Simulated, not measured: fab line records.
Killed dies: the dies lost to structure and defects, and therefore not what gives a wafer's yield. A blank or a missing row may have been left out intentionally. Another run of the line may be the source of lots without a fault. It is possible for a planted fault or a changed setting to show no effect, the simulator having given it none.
What tool caused it? / flow rit cmos / 42 wafers from 14 lots sampled at 2 of the route's 202 steps

## WHAT EACH GAUGE READ, for each wafer
RIT_SDANNEAL_RS_MEAS_04: the measuring method here is four-point-probe.
lot=L245; measured=day 3 02:45; on=film metro-01; PSD_RS (ohm/sq)=115.97 115.68 115.41
lot=L246; measured=day 3 07:02; on=film metro-03; PSD_RS (ohm/sq)=115.73 115.37 115.61
lot=L247; measured=day 3 11:22; on=film metro-01; PSD_RS (ohm/sq)=116.11 116.05 115.93
lot=L248; measured=day 3 16:37; on=film metro-01; PSD_RS (ohm/sq)=115.66 115.56 115.44
lot=L251; measured=day 4 14:49; on=film metro-01; PSD_RS (ohm/sq)=116.05 116.26 116.04
lot=L253; measured=day 4 19:23; on=film metro-01; PSD_RS (ohm/sq)=115.97 116.02 115.75
lot=L254; measured=day 5 03:03; on=film metro-03; PSD_RS (ohm/sq)=116.17 116.42 116.34
lot=L255; measured=day 5 05:42; on=film metro-01; PSD_RS (ohm/sq)=116.10 116.42 116.42
lot=L256; measured=day 5 12:52; on=film metro-02; PSD_RS (ohm/sq)=116.24 115.94 116.23
lot=L260; measured=day 6 08:57; on=film metro-02; PSD_RS (ohm/sq)=115.82 115.47 116.00
lot=L262; measured=day 6 14:25; on=film metro-03; PSD_RS (ohm/sq)=116.10 116.32 116.10
lot=L263; measured=day 6 20:22; on=film metro-02; PSD_RS (ohm/sq)=115.84 116.10 115.68
lot=L266; measured=day 7 11:10; on=film metro-02; PSD_RS (ohm/sq)=115.88 115.47 115.72
lot=L267; measured=day 7 16:20; on=film metro-02; PSD_RS (ohm/sq)=115.45 115.89 115.72

## EACH LOT AND THE TOOL THAT RAN IT (in order: tool; ch and the chambers of the sampled wafers; start)
lot=L245; RIT_PRETRO_STRIP_09=plasma asher-01 ch 0,1, day 2 07:46
lot=L246; RIT_PRETRO_STRIP_09=plasma asher-01 ch 0,1, day 2 12:47
lot=L247; RIT_PRETRO_STRIP_09=plasma asher-03 ch 0,1, day 2 16:43
lot=L248; RIT_PRETRO_STRIP_09=plasma asher-02 ch 0,1, day 2 22:13
lot=L251; RIT_PRETRO_STRIP_09=plasma asher-03 ch 0,1, day 3 15:00
lot=L253; RIT_PRETRO_STRIP_09=plasma asher-01 ch 0,1, day 3 23:59
lot=L254; RIT_PRETRO_STRIP_09=plasma asher-01 ch 0, day 4 06:19
lot=L255; RIT_PRETRO_STRIP_09=plasma asher-02 ch 0,1, day 4 11:57
lot=L256; RIT_PRETRO_STRIP_09=plasma asher-02 ch 0,1, day 4 17:07
lot=L260; RIT_PRETRO_STRIP_09=plasma asher-02 ch 0,1, day 5 11:57
lot=L262; RIT_PRETRO_STRIP_09=plasma asher-03 ch 0,1, day 5 20:17
lot=L263; RIT_PRETRO_STRIP_09=plasma asher-02 ch 1, day 6 01:47
lot=L266; RIT_PRETRO_STRIP_09=plasma asher-03 ch 0,1, day 6 16:07
lot=L267; RIT_PRETRO_STRIP_09=plasma asher-01 ch 0,1, day 6 22:05
- RIT_PRETRO_STRIP_09: strips in O2, time 180 s.

## WHAT THE TOOLS THEMSELVES READ (means of the sampled wafers that have a number; where no wafer has one, the mark that the record gives instead)
RIT_PRETRO_STRIP_09.
lot=L245; tool=plasma asher-01; drypump motor current A (A)=6.07; run length s (s)=208.3
lot=L246; tool=plasma asher-01; drypump motor current A (A)=6.01; run length s (s)=208.1
lot=L247; tool=plasma asher-03; drypump motor current A (A)=6.15; run length s (s)=208.7
lot=L248; tool=plasma asher-02; drypump motor current A (A)=5.84; run length s (s)=207.9
lot=L251; tool=plasma asher-03; drypump motor current A (A)=6.14; run length s (s)=208.6
lot=L253; tool=plasma asher-01; drypump motor current A (A)=6.07; run length s (s)=208.5
lot=L254; tool=plasma asher-01; drypump motor current A (A)=5.94; run length s (s)=207.9
lot=L255; tool=plasma asher-02; drypump motor current A (A)=5.88; run length s (s)=207.7
lot=L256; tool=plasma asher-02; drypump motor current A (A)=5.80; run length s (s)=208.0
lot=L260; tool=plasma asher-02; drypump motor current A (A)=5.89; run length s (s)=207.8
lot=L262; tool=plasma asher-03; drypump motor current A (A)=6.17; run length s (s)=208.6
lot=L263; tool=plasma asher-02; drypump motor current A (A)=5.70; run length s (s)=208.4
lot=L266; tool=plasma asher-03; drypump motor current A (A)=6.02; run length s (s)=208.5
lot=L267; tool=plasma asher-01; drypump motor current A (A)=6.06; run length s (s)=208.5

## THE ANSWER, worked out from the rows above alone
Rule: the usual values come from the lots themselves. The widest of any qualifying gaps counts: lots, ordered by their means at a reading, are off when they make up no more than a third of the lots, leave a main group of 4 or more, and stand apart from it by 3 or more times the standard deviation of that group's means. Not used: any main group whose means are identical at the precision the tables above print for the reading. Also off: a lot with no number at a reading for which 4 or more lots have one. All remaining lots with rows at the step are treated as sound. First the gauges in route order, then the tools' own readings, where a lot's mean is used as printed above. The first step at which some lot is off is used, and at that step the reading that is off furthest; a lot without a number counts as furthest.
No lot is off on any of the readings shown, so nothing can be concluded from this.

## WHAT THE SIMULATOR PUT IN
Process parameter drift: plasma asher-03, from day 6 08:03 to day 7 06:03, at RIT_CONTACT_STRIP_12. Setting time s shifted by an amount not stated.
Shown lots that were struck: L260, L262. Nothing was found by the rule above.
